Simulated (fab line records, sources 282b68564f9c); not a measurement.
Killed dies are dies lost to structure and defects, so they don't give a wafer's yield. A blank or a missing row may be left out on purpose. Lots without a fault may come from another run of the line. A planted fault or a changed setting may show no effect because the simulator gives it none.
Which tool did it? | flow rit_cmos | 14 lots, 42 wafers sampled, at 2 steps of a route of 202

WHAT THE GAUGES READ, wafer by wafer
The record holds no reading of a measuring or inspecting step that can be judged against a usual standard deviation.

WHICH TOOL RAN EACH LOT (tool, then ch and the chambers of the sampled wafers, then the start)
lot  | RIT_NSD_COAT_01                  | RIT_M1_PROBE_99
L558 | litho_track-03 ch 0, day 2 23:34 | prober-01, day 3 10:44
L559 | litho_track-01 ch 0, day 3 03:51 | prober-02, day 3 15:02
L560 | litho_track-01 ch 0, day 3 07:34 | prober-01, day 3 18:10
L561 | litho_track-01 ch 0, day 3 13:36 | prober-02, day 4 00:39
L563 | litho_track-02 ch 0, day 4 00:32 | prober-02, day 4 11:46
L564 | litho_track-02 ch 0, day 4 04:23 | prober-01, day 4 15:14
L565 | litho_track-02 ch 0, day 4 08:19 | prober-02, day 4 19:02
L566 | litho_track-01 ch 0, day 4 15:26 | prober-01, day 5 02:14
L567 | litho_track-02 ch 0, day 4 21:59 | prober-02, day 5 09:12
L568 | litho_track-01 ch 0, day 5 05:20 | prober-01, day 5 16:58
L573 | litho_track-01 ch 0, day 6 01:50 | prober-01, day 6 13:29
L575 | litho_track-03 ch 0, day 6 14:35 | prober-02, day 7 01:20
L580 | litho_track-03 ch 0, day 7 13:25 | prober-02, day 8 00:09
L581 | litho_track-02 ch 0, day 7 17:39 | prober-01, day 8 05:20
- RIT_NSD_COAT_01: resist thk 1000 nm.
- RIT_M1_PROBE_99

WHAT THE TOOLS THEMSELVES READ (means of the sampled wafers that have a number; where no wafer has one, the mark that the record gives instead)
RIT_NSD_COAT_01.
lot  | tool           | spin_speed_rpm (rpm)
L558 | litho_track-03 | 3246.2
L559 | litho_track-01 | 3250.8
L560 | litho_track-01 | 3250.3
L561 | litho_track-01 | 3249.1
L563 | litho_track-02 | 3249.9
L564 | litho_track-02 | 3249.2
L565 | litho_track-02 | 3752.2
L566 | litho_track-01 | 3250.4
L567 | litho_track-02 | 3748.2
L568 | litho_track-01 | 3249.6
L573 | litho_track-01 | 3249.8
L575 | litho_track-03 | 3247.2
L580 | litho_track-03 | 3248.6
L581 | litho_track-02 | 3247.8

RIT_M1_PROBE_99.
lot  | tool      | killed_at_contacts | killed_at_front_end | killed_dies | killed_open | killed_short
L558 | prober-01 | 0.0                | 7.0                 | 7.0         | 2.3         | 4.7
L559 | prober-02 | 0.0                | 4.0                 | 4.0         | 2.0         | 2.0
L560 | prober-01 | 0.0                | 6.3                 | 6.3         | 3.3         | 3.0
L561 | prober-02 | 0.3                | 6.7                 | 7.0         | 3.0         | 4.0
L563 | prober-02 | 0.0                | 4.3                 | 4.3         | 2.3         | 2.0
L564 | prober-01 | 0.0                | 8.0                 | 8.0         | 4.0         | 4.0
L565 | prober-02 | 0.0                | 9.0                 | 9.0         | 2.7         | 5.7
L566 | prober-01 | 0.0                | 4.0                 | 4.0         | 2.3         | 1.7
L567 | prober-02 | 0.3                | 5.3                 | 5.7         | 2.7         | 3.0
L568 | prober-01 | 0.0                | 7.0                 | 7.0         | 4.0         | 3.0
L573 | prober-01 | 0.0                | 7.7                 | 7.7         | 3.7         | 4.0
L575 | prober-02 | 0.0                | 11.7                | 11.7        | 6.7         | 5.0
L580 | prober-02 | 0.0                | 5.0                 | 5.0         | 3.3         | 1.7
L581 | prober-01 | 0.3                | 9.3                 | 9.7         | 5.7         | 4.0

THE ANSWER, worked out from the rows above alone
Rule: what is usual is taken from the lots themselves. Put in order of their means at a reading, lots are off if they are a third of the lots or fewer, leave a main group of 4 or more, and stand apart from it by a gap of 3 or more times the standard deviation of the main group's means; of several such gaps the widest counts. A main group whose means are all the same, to the digits that the tables above print for the reading, isn't used. A lot without any number at a reading at which 4 lots or more have one is off too. The other lots that the step has rows for count as sound. The gauges are gone through in route order, then the tools' own readings, and for those a lot's mean is taken as printed above. The first step at which some lot is off is used, and at that step the reading that is off furthest; a lot without a number counts as furthest.
Off: L565, L567, at RIT_NSD_COAT_01 (spin_speed_rpm). The main group: mean 3249.1 rpm, standard deviation 1.3.
A tool fits if, at that step or a process step before it, it ran every lot that is off, and no sound lot after the first of them. None of those tried fits.

WHAT THE SIMULATOR HAD PUT IN
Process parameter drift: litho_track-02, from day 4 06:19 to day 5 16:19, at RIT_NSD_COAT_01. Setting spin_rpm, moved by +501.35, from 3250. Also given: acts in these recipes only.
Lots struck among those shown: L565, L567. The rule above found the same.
